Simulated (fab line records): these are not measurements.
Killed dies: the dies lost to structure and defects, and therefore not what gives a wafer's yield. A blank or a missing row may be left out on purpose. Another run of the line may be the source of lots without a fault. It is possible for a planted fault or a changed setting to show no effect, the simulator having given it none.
fab line records / flow berkeley_cmos170
record: lots: 5 wafers: 15 last_day: 11
route steps=331 shown NWELL@32 PWELL@34
lots that met no fault: from a run of the same line without faults
start_h: hours from the record's first day to the start of the lot's first wafer shown / wait_h: time in hours since the lot's previous step / " identical to the entry in the row above / L1.1+2: a single row standing in for several wafers / - value missing, or start not given / * or withheld: withheld / < > ~ a bound
route shown NAME@n: names a module that has steps shown in the file, with the first one's number in the route / usual: average and standard deviation across the fault-free wafers / same: alike in all rows / chamber/n: place in a boat / sites: the reading at each site / _std_site: how widely they spread, as a standard deviation / _edge_site: inner sites' mean taken away from outer sites' mean / radius_mm: how far each site lies from the wafer's centre / mask NAME#n: copy n / behind: the most recent tool/chamber to have shaped the wafer / hold: the reason the lot was held/the length of the hold in hours/how it ended / device: which transistor (n, p or np) failed to switch / end of line: tests of these same wafers at the route's end / where a step has no rows: the recipe by itself / killed: dies that structure and defects cost at the first sort, which is not the same as the wafer's yield / map: a wafer's dies, x killed, . not, _ none there
set.NAME: the setting that was run; set.NAME@STEP: the one run at that earlier step / model.NAME: the simulator's own value behind a step, which no gauge read
lots at some steps of the route; a table a step, a row a wafer
services: from which hour (start_h, from the record's first day; less than 0 if before it) a tool's chamber was out of use, for how many hours, and why
== steps ==
step: UCB170_NWELL_WET_ETCH_18
recipe: chemistry: H3PO4 target: Si3N4 temp_c: 160 time_s: 14400
step: UCB170_NWELL_WET_ETCH_19
recipe: chemistry: BOE dilution: 5:1 target: SiO2 temp_c: 25 time_s: 22
step: UCB170_PWELL_CLEAN_00
recipe: chemistry: SPM temp_c: 120 time_s: 600
step: UCB170_PWELL_CLEAN_01
recipe: chemistry: dHF dilution: 25:1 time_s: 60
step: UCB170_PWELL_OXIDATION_02
recipe: temp_c: 1000 ambient: O2 target_thk_a: 264 ox_time_s: 1260
step: UCB170_PWELL_THK_MEAS_03
recipe: reads: SiO2_of_PWELL_OXIDATION_02
usual: PWELL_OXIDE_THK: 26.4/0.46
lot.wafer=L742.3 tool=film_metro-04 chamber=- start_h=82.48 wait_h=0.0 PWELL_OXIDE_THK[nm]=26.2
lot.wafer=L742.5 tool=film_metro-04 chamber=- start_h=82.48 wait_h=0.0 PWELL_OXIDE_THK[nm]=26.5
lot.wafer=L742.6 tool=film_metro-04 chamber=- start_h=82.48 wait_h=0.0 PWELL_OXIDE_THK[nm]=26.4
lot.wafer=L744.2 tool=film_metro-01 chamber=- start_h=90.80 wait_h=0.0 PWELL_OXIDE_THK[nm]=26.4
lot.wafer=L744.3 tool=film_metro-01 chamber=- start_h=90.80 wait_h=0.0 PWELL_OXIDE_THK[nm]=26.8
lot.wafer=L744.4 tool=film_metro-01 chamber=- start_h=90.80 wait_h=0.0 PWELL_OXIDE_THK[nm]=26.8
lot.wafer=L750.1 tool=film_metro-01 chamber=- start_h=113.99 wait_h=0.0 PWELL_OXIDE_THK[nm]=25.9
lot.wafer=L750.3 tool=film_metro-01 chamber=- start_h=113.99 wait_h=0.0 PWELL_OXIDE_THK[nm]=25.9
lot.wafer=L750.5 tool=film_metro-01 chamber=- start_h=113.99 wait_h=0.0 PWELL_OXIDE_THK[nm]=26.2
lot.wafer=L758.4 tool=film_metro-03 chamber=- start_h=148.88 wait_h=0.0 PWELL_OXIDE_THK[nm]=26.5
lot.wafer=L758.5 tool=film_metro-03 chamber=- start_h=148.88 wait_h=0.0 PWELL_OXIDE_THK[nm]=26.6
lot.wafer=L758.6 tool=film_metro-03 chamber=- start_h=148.88 wait_h=0.0 PWELL_OXIDE_THK[nm]=26.2
lot.wafer=L760.1 tool=film_metro-04 chamber=- start_h=153.25 wait_h=0.0 PWELL_OXIDE_THK[nm]=26.0
lot.wafer=L760.5 tool=film_metro-04 chamber=- start_h=153.25 wait_h=0.0 PWELL_OXIDE_THK[nm]=25.7
lot.wafer=L760.6 tool=film_metro-04 chamber=- start_h=153.25 wait_h=0.0 PWELL_OXIDE_THK[nm]=25.7
step: UCB170_PWELL_ANNEAL_04
recipe: temp_c: 1000 time_s: 900 ambient: N2
step: UCB170_PWELL_CVD_05
recipe: material: Si3N4 target_thk_nm: 220 temp_c: 800 precursor: SiH2Cl2/NH3 time_s: 3300 pressure_mtorr: 200 sih2cl2_flow_sccm: 25 nh3_flow_sccm: 75
step: UCB170_PWELL_THK_MEAS_06
recipe: reads: Si3N4_of_PWELL_CVD_05
usual: PWELL_NITRIDE_THK: 220.2/1.6
lot.wafer=L742.3 tool=film_metro-03 chamber=- start_h=92.33 wait_h=0.0 PWELL_NITRIDE_THK[nm]=220.0
lot.wafer=L742.5 tool=film_metro-03 chamber=- start_h=92.33 wait_h=0.0 PWELL_NITRIDE_THK[nm]=220.4
lot.wafer=L742.6 tool=film_metro-03 chamber=- start_h=92.33 wait_h=0.0 PWELL_NITRIDE_THK[nm]=220.0
lot.wafer=L744.2 tool=film_metro-04 chamber=- start_h=100.70 wait_h=0.0 PWELL_NITRIDE_THK[nm]=220.0
lot.wafer=L744.3 tool=film_metro-04 chamber=- start_h=100.70 wait_h=0.0 PWELL_NITRIDE_THK[nm]=219.5
lot.wafer=L744.4 tool=film_metro-04 chamber=- start_h=100.70 wait_h=0.0 PWELL_NITRIDE_THK[nm]=220.4
lot.wafer=L750.1 tool=film_metro-01 chamber=- start_h=121.73 wait_h=0.1 PWELL_NITRIDE_THK[nm]=220.0
lot.wafer=L750.3 tool=film_metro-01 chamber=- start_h=121.73 wait_h=0.1 PWELL_NITRIDE_THK[nm]=218.5
lot.wafer=L750.5 tool=film_metro-01 chamber=- start_h=121.73 wait_h=0.1 PWELL_NITRIDE_THK[nm]=219.1
lot.wafer=L758.4 tool=film_metro-04 chamber=- start_h=153.40 wait_h=0.1 PWELL_NITRIDE_THK[nm]=221.9
lot.wafer=L758.5 tool=film_metro-04 chamber=- start_h=153.40 wait_h=0.1 PWELL_NITRIDE_THK[nm]=221.3
lot.wafer=L758.6 tool=film_metro-04 chamber=- start_h=153.40 wait_h=0.1 PWELL_NITRIDE_THK[nm]=221.6
lot.wafer=L760.1 tool=film_metro-04 chamber=- start_h=157.40 wait_h=0.0 PWELL_NITRIDE_THK[nm]=221.0
lot.wafer=L760.5 tool=film_metro-04 chamber=- start_h=157.40 wait_h=0.0 PWELL_NITRIDE_THK[nm]=221.7
lot.wafer=L760.6 tool=film_metro-04 chamber=- start_h=157.40 wait_h=0.0 PWELL_NITRIDE_THK[nm]=222.6
step: UCB170_PWELL_HMDS_07
recipe: prime_time_s: 60 prime_temp_c: 100
step: UCB170_PWELL_COAT_08
recipe: resist: KrF spin_rpm: 1500 resist_thk_nm: 900
step: UCB170_PWELL_SOFTBAKE_09
recipe: resist: KrF temp_c: 130 time_s: 62.09
usual: heater_power_total_W: 56.86/0.044 plate_sensor_t_centre_C: 131.41/0.01 plate_sensor_t_edge_C: 131.53/0.01
same: time_s: 62.09
lot.wafer=L742.3 tool=litho_track-04 chamber=0 start_h=92.72 wait_h=0.1 heater_power_total_W=56.92 plate_sensor_t_centre_C=131.42 plate_sensor_t_edge_C=131.53
lot.wafer=L742.5 tool=litho_track-04 chamber=0 start_h=92.72 wait_h=0.1 heater_power_total_W=56.85 plate_sensor_t_centre_C=131.41 plate_sensor_t_edge_C=131.53
lot.wafer=L742.6 tool=litho_track-04 chamber=0 start_h=92.72 wait_h=0.1 heater_power_total_W=56.83 plate_sensor_t_centre_C=131.4 plate_sensor_t_edge_C=131.53
lot.wafer=L744.2 tool=litho_track-04 chamber=0 start_h=101.16 wait_h=0.1 heater_power_total_W=56.87 plate_sensor_t_centre_C=131.42 plate_sensor_t_edge_C=131.54
lot.wafer=L744.3 tool=litho_track-04 chamber=0 start_h=101.16 wait_h=0.1 heater_power_total_W=56.85 plate_sensor_t_centre_C=131.39 plate_sensor_t_edge_C=131.54
lot.wafer=L744.4 tool=litho_track-04 chamber=0 start_h=101.16 wait_h=0.1 heater_power_total_W=56.85 plate_sensor_t_centre_C=131.4 plate_sensor_t_edge_C=131.53
lot.wafer=L750.1 tool=litho_track-02 chamber=0 start_h=122.48 wait_h=0.1 heater_power_total_W=56.90 plate_sensor_t_centre_C=131.4 plate_sensor_t_edge_C=131.53
lot.wafer=L750.3 tool=litho_track-02 chamber=0 start_h=122.48 wait_h=0.1 heater_power_total_W=56.90 plate_sensor_t_centre_C=131.41 plate_sensor_t_edge_C=131.55
lot.wafer=L750.5 tool=litho_track-02 chamber=0 start_h=122.48 wait_h=0.1 heater_power_total_W=56.86 plate_sensor_t_centre_C=131.39 plate_sensor_t_edge_C=131.53
lot.wafer=L758.4 tool=litho_track-01 chamber=0 start_h=154.27 wait_h=0.1 heater_power_total_W=56.86 plate_sensor_t_centre_C=131.41 plate_sensor_t_edge_C=131.54
lot.wafer=L758.5 tool=litho_track-01 chamber=0 start_h=154.27 wait_h=0.1 heater_power_total_W=56.86 plate_sensor_t_centre_C=131.4 plate_sensor_t_edge_C=131.56
lot.wafer=L758.6 tool=litho_track-01 chamber=0 start_h=154.27 wait_h=0.1 heater_power_total_W=56.91 plate_sensor_t_centre_C=131.4 plate_sensor_t_edge_C=131.53
lot.wafer=L760.1 tool=litho_track-02 chamber=0 start_h=157.76 wait_h=0.1 heater_power_total_W=56.86 plate_sensor_t_centre_C=131.4 plate_sensor_t_edge_C=131.53
lot.wafer=L760.5 tool=litho_track-02 chamber=0 start_h=157.76 wait_h=0.1 heater_power_total_W=56.90 plate_sensor_t_centre_C=131.42 plate_sensor_t_edge_C=131.53
lot.wafer=L760.6 tool=litho_track-02 chamber=0 start_h=157.76 wait_h=0.1 heater_power_total_W=56.86 plate_sensor_t_centre_C=131.42 plate_sensor_t_edge_C=131.52
step: UCB170_PWELL_EXPOSE_10
recipe: mask_id: PWELL target_cd_nm: 3000 na: 0.5 sigma_outer: 0.6 source_shape: conventional dose_mj: 19
usual: stage_vel_mm_s: 499.98/0.27
same: na: 0.5
lot.wafer=L742.3 tool=krf_scanner-02 chamber=0 start_h=92.86 wait_h=0.1 mask=PWELL#0 stage_vel_mm_s=499.76
lot.wafer=L742.5 tool=krf_scanner-02 chamber=0 start_h=92.86 wait_h=0.1 mask=PWELL#0 stage_vel_mm_s=499.99
lot.wafer=L742.6 tool=krf_scanner-02 chamber=0 start_h=92.86 wait_h=0.1 mask=PWELL#0 stage_vel_mm_s=499.72
lot.wafer=L744.2 tool=krf_scanner-02 chamber=0 start_h=101.47 wait_h=0.3 mask=PWELL#0 stage_vel_mm_s=499.84
lot.wafer=L744.3 tool=krf_scanner-02 chamber=0 start_h=101.47 wait_h=0.3 mask=PWELL#0 stage_vel_mm_s=499.71
lot.wafer=L744.4 tool=krf_scanner-02 chamber=0 start_h=101.47 wait_h=0.3 mask=PWELL#0 stage_vel_mm_s=499.83
lot.wafer=L750.1 tool=krf_scanner-02 chamber=0 start_h=122.63 wait_h=0.1 mask=NWELL#0 stage_vel_mm_s=499.80
lot.wafer=L750.3 tool=krf_scanner-02 chamber=0 start_h=122.63 wait_h=0.1 mask=NWELL#0 stage_vel_mm_s=499.33
lot.wafer=L750.5 tool=krf_scanner-02 chamber=0 start_h=122.63 wait_h=0.1 mask=NWELL#0 stage_vel_mm_s=499.68
lot.wafer=L758.4 tool=krf_scanner-02 chamber=0 start_h=154.53 wait_h=0.2 mask=PWELL#0 stage_vel_mm_s=499.67
lot.wafer=L758.5 tool=krf_scanner-02 chamber=0 start_h=154.53 wait_h=0.2 mask=PWELL#0 stage_vel_mm_s=499.54
lot.wafer=L758.6 tool=krf_scanner-02 chamber=0 start_h=154.53 wait_h=0.2 mask=PWELL#0 stage_vel_mm_s=499.94
lot.wafer=L760.1 tool=krf_scanner-01 chamber=0 start_h=158.03 wait_h=0.2 mask=PWELL#0 stage_vel_mm_s=500.30
lot.wafer=L760.5 tool=krf_scanner-01 chamber=0 start_h=158.03 wait_h=0.2 mask=PWELL#0 stage_vel_mm_s=499.65
lot.wafer=L760.6 tool=krf_scanner-01 chamber=0 start_h=158.03 wait_h=0.2 mask=PWELL#0 stage_vel_mm_s=500.33
step: UCB170_PWELL_PEB_11
recipe: peb_temp_c: 130 peb_time_s: withheld resist: KrF
step: UCB170_PWELL_DEVELOP_12
recipe: developer: TMAH develop_time_s: 45 resist: KrF dev_temp_c: 21
step: UCB170_PWELL_OVL_MEAS_13
usual: PWELL_OVL: 0/5.3
lot.wafer=L742.3 tool=overlay-01 chamber=- start_h=93.23 wait_h=- PWELL_OVL[nm]=-1
lot.wafer=L742.5 tool=overlay-01 chamber=- start_h=93.23 wait_h=- PWELL_OVL[nm]=0
lot.wafer=L742.6 tool=overlay-01 chamber=- start_h=93.23 wait_h=- PWELL_OVL[nm]=7
lot.wafer=L744.2 tool=overlay-01 chamber=- start_h=102.05 wait_h=- PWELL_OVL[nm]=0
lot.wafer=L744.3 tool=overlay-01 chamber=- start_h=102.05 wait_h=- PWELL_OVL[nm]=-11
lot.wafer=L744.4 tool=overlay-01 chamber=- start_h=102.05 wait_h=- PWELL_OVL[nm]=-3
lot.wafer=L750.1 tool=overlay-01 chamber=- start_h=123.21 wait_h=- PWELL_OVL[nm]=-
lot.wafer=L750.3 tool=overlay-01 chamber=- start_h=123.21 wait_h=- PWELL_OVL[nm]=-
lot.wafer=L750.5 tool=overlay-01 chamber=- start_h=123.21 wait_h=- PWELL_OVL[nm]=-
lot.wafer=L758.4 tool=overlay-02 chamber=- start_h=155.00 wait_h=- PWELL_OVL[nm]=6
lot.wafer=L758.5 tool=overlay-02 chamber=- start_h=155.00 wait_h=- PWELL_OVL[nm]=5
lot.wafer=L758.6 tool=overlay-02 chamber=- start_h=155.00 wait_h=- PWELL_OVL[nm]=7
lot.wafer=L760.1 tool=overlay-01 chamber=- start_h=158.42 wait_h=- PWELL_OVL[nm]=-4
lot.wafer=L760.5 tool=overlay-01 chamber=- start_h=158.42 wait_h=- PWELL_OVL[nm]=3
lot.wafer=L760.6 tool=overlay-01 chamber=- start_h=158.42 wait_h=- PWELL_OVL[nm]=3
step: UCB170_PWELL_ETCH_14
recipe: chemistry: CH3F/Ar/O2 target: Si3N4 stop_on: SiO2 CH3F_flow_sccm: 20 Ar_flow_sccm: 50 O2_flow_sccm: 7 pressure_mtorr: 50 rf_w: 450 target_depth_a: 2420 over_etch_frac: 0.1 time_s: 151
usual: drypump_motor_current_A: 5.7/0.4 oes_product_au: 0.943/0.017 throttle_valve_pct: 8.05/0.11
same: time_s: 151
lot.wafer=L742.3 tool=rie_diel-03 chamber=3 start_h=93.25 wait_h=0.0 drypump_motor_current_A=5.7 oes_product_au=0.935 rf_hours_counter_h=11 throttle_valve_pct=8.10
lot.wafer=L742.5 tool=rie_diel-03 chamber=2 start_h=93.25 wait_h=0.0 drypump_motor_current_A=5.5 oes_product_au=0.938 rf_hours_counter_h=- throttle_valve_pct=8.16
lot.wafer=L742.6 tool=rie_diel-03 chamber=1 start_h=93.25 wait_h=0.0 drypump_motor_current_A=5.0 oes_product_au=0.940 rf_hours_counter_h=- throttle_valve_pct=7.79
lot.wafer=L744.2 tool=rie_diel-04 chamber=2 start_h=102.08 wait_h=0.0 drypump_motor_current_A=5.7 oes_product_au=0.948 rf_hours_counter_h=113 throttle_valve_pct=7.92
lot.wafer=L744.3 tool=rie_diel-04 chamber=0 start_h=102.08 wait_h=0.0 drypump_motor_current_A=5.8 oes_product_au=0.927 rf_hours_counter_h=84 throttle_valve_pct=7.94
lot.wafer=L744.4 tool=rie_diel-04 chamber=3 start_h=102.08 wait_h=0.0 drypump_motor_current_A=5.7 oes_product_au=0.907 rf_hours_counter_h=40 throttle_valve_pct=8.08
lot.wafer=L750.1 tool=rie_diel-04 chamber=1 start_h=123.25 wait_h=0.0 drypump_motor_current_A=6.2 oes_product_au=0.966 rf_hours_counter_h=146 throttle_valve_pct=8.12
lot.wafer=L750.3 tool=rie_diel-04 chamber=3 start_h=123.25 wait_h=0.0 drypump_motor_current_A=5.7 oes_product_au=0.913 rf_hours_counter_h=41 throttle_valve_pct=8.08
lot.wafer=L750.5 tool=rie_diel-04 chamber=1 start_h=123.25 wait_h=0.0 drypump_motor_current_A=6.2 oes_product_au=0.964 rf_hours_counter_h=- throttle_valve_pct=8.13
lot.wafer=L758.4 tool=rie_diel-02 chamber=2 start_h=155.01 wait_h=0.0 drypump_motor_current_A=5.0 oes_product_au=0.936 rf_hours_counter_h=43 throttle_valve_pct=8.16
lot.wafer=L758.5 tool=rie_diel-02 chamber=0 start_h=155.01 wait_h=0.0 drypump_motor_current_A=6.0 oes_product_au=0.918 rf_hours_counter_h=- throttle_valve_pct=8.12
lot.wafer=L758.6 tool=rie_diel-02 chamber=1 start_h=155.01 wait_h=0.0 drypump_motor_current_A=6.2 oes_product_au=0.960 rf_hours_counter_h=- throttle_valve_pct=8.02
lot.wafer=L760.1 tool=rie_diel-03 chamber=0 start_h=158.46 wait_h=0.0 drypump_motor_current_A=6.1 oes_product_au=0.968 rf_hours_counter_h=106 throttle_valve_pct=8.06
lot.wafer=L760.5 tool=rie_diel-03 chamber=3 start_h=158.46 wait_h=0.0 drypump_motor_current_A=5.7 oes_product_au=0.935 rf_hours_counter_h=- throttle_valve_pct=8.10
lot.wafer=L760.6 tool=rie_diel-03 chamber=2 start_h=158.46 wait_h=0.0 drypump_motor_current_A=5.5 oes_product_au=0.947 rf_hours_counter_h=- throttle_valve_pct=8.17
step: UCB170_PWELL_IMPLANT_15
recipe: species: B dose_cm2: 5e+12 energy_kev: 60 tilt_deg: 7
step: UCB170_PWELL_STRIP_16
recipe: chemistry: O2 power_w: 400 pressure_mtorr: 3500 platen_temp_c: withheld o2_flow_sccm: 400 overash_fraction: 0.5
usual: drypump_motor_current_A: 5.9/0.36 o2_flow_sccm: 399.8/1.2 oes_product_au: 0.721/0.0044 strip_time_to_endpoint_s: 18.06/0.094
lot.wafer=L742.3 tool=plasma_asher-03 chamber=1 start_h=93.53 wait_h=0.1 drypump_motor_current_A=5.8 o2_flow_sccm=397.9 oes_product_au=0.726 rf_hours_counter_h=- strip_time_to_endpoint_s=18.14
lot.wafer=L742.5 tool=plasma_asher-03 chamber=1 start_h=93.53 wait_h=0.1 drypump_motor_current_A=5.8 o2_flow_sccm=398.9 oes_product_au=0.721 rf_hours_counter_h=- strip_time_to_endpoint_s=18.22
lot.wafer=L742.6 tool=plasma_asher-03 chamber=0 start_h=93.53 wait_h=0.1 drypump_motor_current_A=6.3 o2_flow_sccm=399.7 oes_product_au=0.716 rf_hours_counter_h=- strip_time_to_endpoint_s=18.05
lot.wafer=L744.2 tool=plasma_asher-03 chamber=1 start_h=102.39 wait_h=0.2 drypump_motor_current_A=5.7 o2_flow_sccm=400.9 oes_product_au=0.722 rf_hours_counter_h=32 strip_time_to_endpoint_s=18.14
lot.wafer=L744.3 tool=plasma_asher-03 chamber=1 start_h=102.39 wait_h=0.2 drypump_motor_current_A=5.7 o2_flow_sccm=400.9 oes_product_au=0.715 rf_hours_counter_h=- strip_time_to_endpoint_s=17.98
lot.wafer=L744.4 tool=plasma_asher-03 chamber=0 start_h=102.39 wait_h=0.2 drypump_motor_current_A=6.3 o2_flow_sccm=400.1 oes_product_au=0.717 rf_hours_counter_h=- strip_time_to_endpoint_s=18.07
lot.wafer=L750.1 tool=plasma_asher-03 chamber=0 start_h=123.50 wait_h=0.1 drypump_motor_current_A=6.3 o2_flow_sccm=398.2 oes_product_au=0.726 rf_hours_counter_h=35 strip_time_to_endpoint_s=18.16
lot.wafer=L750.3 tool=plasma_asher-03 chamber=0 start_h=123.50 wait_h=0.1 drypump_motor_current_A=6.3 o2_flow_sccm=398.7 oes_product_au=0.720 rf_hours_counter_h=- strip_time_to_endpoint_s=18.15
lot.wafer=L750.5 tool=plasma_asher-03 chamber=0 start_h=123.50 wait_h=0.1 drypump_motor_current_A=6.3 o2_flow_sccm=397.8 oes_product_au=0.723 rf_hours_counter_h=- strip_time_to_endpoint_s=18.11
lot.wafer=L758.4 tool=plasma_asher-03 chamber=0 start_h=155.30 wait_h=0.1 drypump_motor_current_A=6.3 o2_flow_sccm=400.9 oes_product_au=0.721 rf_hours_counter_h=- strip_time_to_endpoint_s=18.09
lot.wafer=L758.5 tool=plasma_asher-03 chamber=0 start_h=155.30 wait_h=0.1 drypump_motor_current_A=6.3 o2_flow_sccm=400.8 oes_product_au=0.717 rf_hours_counter_h=- strip_time_to_endpoint_s=18.06
lot.wafer=L758.6 tool=plasma_asher-03 chamber=1 start_h=155.30 wait_h=0.1 drypump_motor_current_A=5.7 o2_flow_sccm=399.7 oes_product_au=0.718 rf_hours_counter_h=- strip_time_to_endpoint_s=18.04
lot.wafer=L760.1 tool=plasma_asher-04 chamber=0 start_h=158.71 wait_h=0.1 drypump_motor_current_A=6.1 o2_flow_sccm=402.3 oes_product_au=0.726 rf_hours_counter_h=4 strip_time_to_endpoint_s=17.98
lot.wafer=L760.5 tool=plasma_asher-04 chamber=1 start_h=158.71 wait_h=0.1 drypump_motor_current_A=5.2 o2_flow_sccm=401.1 oes_product_au=0.727 rf_hours_counter_h=- strip_time_to_endpoint_s=18.02
lot.wafer=L760.6 tool=plasma_asher-04 chamber=0 start_h=158.71 wait_h=0.1 drypump_motor_current_A=6.1 o2_flow_sccm=399.1 oes_product_au=0.724 rf_hours_counter_h=- strip_time_to_endpoint_s=18.01
step: UCB170_PWELL_TW_MEAS_17
usual: PWELL_TW: 377/3.3
lot.wafer=L742.3 tool=film_metro-01 chamber=- start_h=93.62 wait_h=0.1 PWELL_TW=381
lot.wafer=L742.5 tool=film_metro-01 chamber=- start_h=93.62 wait_h=0.1 PWELL_TW=385
lot.wafer=L742.6 tool=film_metro-01 chamber=- start_h=93.62 wait_h=0.1 PWELL_TW=383
lot.wafer=L744.2 tool=film_metro-01 chamber=- start_h=102.50 wait_h=0.1 PWELL_TW=379
lot.wafer=L744.3 tool=film_metro-01 chamber=- start_h=102.50 wait_h=0.1 PWELL_TW=381
lot.wafer=L744.4 tool=film_metro-01 chamber=- start_h=102.50 wait_h=0.1 PWELL_TW=382
lot.wafer=L750.1 tool=film_metro-03 chamber=- start_h=123.60 wait_h=0.1 PWELL_TW=30
lot.wafer=L750.3 tool=film_metro-03 chamber=- start_h=123.60 wait_h=0.1 PWELL_TW=30
lot.wafer=L750.5 tool=film_metro-03 chamber=- start_h=123.60 wait_h=0.1 PWELL_TW=30
lot.wafer=L758.4 tool=film_metro-03 chamber=- start_h=155.40 wait_h=0.1 PWELL_TW=371
lot.wafer=L758.5 tool=film_metro-03 chamber=- start_h=155.40 wait_h=0.1 PWELL_TW=373
lot.wafer=L758.6 tool=film_metro-03 chamber=- start_h=155.40 wait_h=0.1 PWELL_TW=371
lot.wafer=L760.1 tool=film_metro-04 chamber=- start_h=158.81 wait_h=0.1 PWELL_TW=378
lot.wafer=L760.5 tool=film_metro-04 chamber=- start_h=158.81 wait_h=0.1 PWELL_TW=375
lot.wafer=L760.6 tool=film_metro-04 chamber=- start_h=158.81 wait_h=0.1 PWELL_TW=377
step: UCB170_PWELL_CLEAN_18
recipe: chemistry: SPM temp_c: 120 time_s: 600
== services ==
tool=krf_scanner-02 chamber=- start_h=77.51 hours=2.6 kind=repair
tool=krf_scanner-01 chamber=- start_h=81.69 hours=54.7 kind=repair
tool=rie_diel-02 chamber=0 start_h=105.51 hours=22.0 kind=repair
tool=plasma_asher-04 chamber=- start_h=108.75 hours=9.0 kind=pm
tool=plasma_asher-04 chamber=0 start_h=108.75 hours=9.0 kind=vent_cycle
tool=plasma_asher-04 chamber=1 start_h=108.75 hours=9.0 kind=vent_cycle
tool=plasma_asher-04 chamber=0 start_h=117.75 hours=- kind=clean
tool=plasma_asher-04 chamber=1 start_h=117.75 hours=- kind=clean
tool=krf_scanner-01 chamber=- start_h=124.99 hours=1.2 kind=repair
tool=rie_diel-04 chamber=3 start_h=127.92 hours=1.6 kind=repair
tool=krf_scanner-01 chamber=- start_h=128.32 hours=0.1 kind=repair
tool=krf_scanner-01 chamber=- start_h=136.38 hours=0.8 kind=pm
tool=krf_scanner-02 chamber=- start_h=137.19 hours=3.6 kind=pm
tool=krf_scanner-01 chamber=- start_h=140.75 hours=1.0 kind=pm
tool=krf_scanner-02 chamber=- start_h=141.75 hours=0.8 kind=pm
tool=krf_scanner-02 chamber=- start_h=142.50 hours=1.0 kind=pm
tool=plasma_asher-04 chamber=- start_h=143.48 hours=4.7 kind=repair
tool=krf_scanner-02 chamber=- start_h=155.80 hours=0.8 kind=pm
tool=rie_diel-04 chamber=- start_h=157.16 hours=1.4 kind=repair
== key ==
first_sign: step: UCB170_PWELL_EXPOSE_10 reading: mask direction: changed
effect: step: UCB170_PWELL_OVL_MEAS_13 reading: PWELL_OVL direction: missing
effect: step: UCB170_PWELL_TW_MEAS_17 reading: PWELL_TW direction: down sigmas: 99+ usual: 377 struck: 30
met_at UCB170_PWELL_EXPOSE_10
struck_wafers L750.1,L750.3,L750.5
later_rows_left_out L750.1,L750.3,L750.5
sort_left_out L750.1,L750.3,L750.5
tester_left_out L750
onset_between 101.47 122.63
fault: kind: wrong_mask tool: any chamber: - onset_h: 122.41 steps: UCB170_PWELL_EXPOSE_10 aux_copy: NWELL#0 scope: struck_lots_only
tester_left_out: of these lots the tester's yield and bins aren't shown, on N5 and GAA mostly nor the transistor test; their killed dies are dies lost to structure and defects alone, not to doping, threshold or leakage, so they don't give the yield
sort_left_out: the simulated sort isn't trusted on such a fault, so these wafers' sort isn't shown, and their yield isn't known
later_rows_left_out: the simulator's readings of these wafers behind a module that went badly wrong aren't trusted and aren't shown, but for the sort
